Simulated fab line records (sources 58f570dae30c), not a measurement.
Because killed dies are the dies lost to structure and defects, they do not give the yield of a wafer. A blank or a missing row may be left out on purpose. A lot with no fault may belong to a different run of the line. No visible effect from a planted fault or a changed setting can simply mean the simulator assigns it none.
Matching of chambers || flow berkeley cmos170 || 3 sister chambers for UCB170_V2_CMP_02 on cmp-01
The step polishes SiO2. 14 wafers are shown with their chamber, then 4 later ones without.

## WAFERS, EACH WITH ITS CHAMBER
{"wafer": "L189.1", "chamber": 3, "motor current A (A)": 16.4, "platen rpm (rpm)": 60.00, "retaining ring pressure frac": 0.993}
{"wafer": "L189.2", "chamber": 2, "motor current A (A)": 16.6, "platen rpm (rpm)": 60.04, "retaining ring pressure frac": 0.996}
{"wafer": "L189.5", "chamber": 1, "motor current A (A)": 14.9, "platen rpm (rpm)": 59.97, "retaining ring pressure frac": 1.002}
{"wafer": "L190.1", "chamber": 3, "motor current A (A)": 16.3, "platen rpm (rpm)": 59.94, "retaining ring pressure frac": 1.009}
{"wafer": "L190.4", "chamber": 2, "motor current A (A)": 17.2, "platen rpm (rpm)": 60.02, "retaining ring pressure frac": 0.997}
{"wafer": "L190.6", "chamber": 1, "motor current A (A)": 14.0, "platen rpm (rpm)": 59.99, "retaining ring pressure frac": 0.999}
{"wafer": "L192.1", "chamber": 1, "motor current A (A)": 14.6, "platen rpm (rpm)": 59.96, "retaining ring pressure frac": 1.001}
{"wafer": "L192.3", "chamber": 2, "motor current A (A)": 16.0, "platen rpm (rpm)": 60.01, "retaining ring pressure frac": 1.002}
{"wafer": "L192.5", "chamber": 2, "motor current A (A)": 16.3, "platen rpm (rpm)": 60.02, "retaining ring pressure frac": 0.991}
{"wafer": "L205.3", "chamber": 3, "motor current A (A)": 17.3, "platen rpm (rpm)": 60.00, "retaining ring pressure frac": 1.001}
{"wafer": "L205.4", "chamber": 1, "motor current A (A)": 14.8, "platen rpm (rpm)": 60.02, "retaining ring pressure frac": 0.999}
{"wafer": "L205.6", "chamber": 3, "motor current A (A)": 16.6, "platen rpm (rpm)": 60.01, "retaining ring pressure frac": 1.008}
{"wafer": "L206.1", "chamber": 2, "motor current A (A)": 16.8, "platen rpm (rpm)": 60.05, "retaining ring pressure frac": 0.998}
{"wafer": "L206.5", "chamber": 1, "motor current A (A)": 15.2, "platen rpm (rpm)": 60.00, "retaining ring pressure frac": 0.997}

SIGNATURES (averages over the wafers above)
{"reading": "motor current A", "chamber 1": 14.700, "chamber 2": 16.580, "chamber 3": 16.650, "scatter within a chamber": 0.453}
{"reading": "platen rpm", "chamber 1": 59.9880, "chamber 2": 60.0280, "chamber 3": 59.9875, "scatter within a chamber": 0.0242}
{"reading": "retaining ring pressure frac", "chamber 1": 0.99960, "chamber 2": 0.99680, "chamber 3": 1.00275, "scatter within a chamber": 0.0047}
Rule: distance of a wafer from a chamber = root of the sum over the readings of ((wafer's reading minus chamber's mean) / reading's scatter) squared. The wafer belongs to the nearest chamber; if the next one is less than 2 further off, it can't be placed. The scatter: the root of (the sum of the squares of (reading less its chamber's mean) over the shown wafers, divided by (wafers less chambers)).

## WAFERS WITHOUT THEIR CHAMBER
{"wafer": "L207.1", "motor current A (A)": 17.1, "platen rpm (rpm)": 60.00, "retaining ring pressure frac": 1.007}
{"wafer": "L207.3", "motor current A (A)": 15.6, "platen rpm (rpm)": 60.01, "retaining ring pressure frac": 1.002}
{"wafer": "L210.1", "motor current A (A)": 16.7, "platen rpm (rpm)": 60.06, "retaining ring pressure frac": 0.986}
{"wafer": "L210.3", "motor current A (A)": 16.2, "platen rpm (rpm)": 59.95, "retaining ring pressure frac": 1.005}

## THE CHAMBER EACH PASSED THROUGH
{"wafer": "L207.1", "from the rows above": "can't be placed: 3 or 2", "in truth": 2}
{"wafer": "L207.3", "from the rows above": "can't be placed: 1 or 3 or 2", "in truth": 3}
{"wafer": "L210.1", "from the rows above": "can't be placed: 2 or 3", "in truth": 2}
{"wafer": "L210.3", "from the rows above": "can't be placed: 3 or 2 or 1", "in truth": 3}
Correct placement for 0 of the 4. Cannot be placed on the basis of these rows: 4; the candidates contain the true chamber in 4. Wrongly placed: 0.
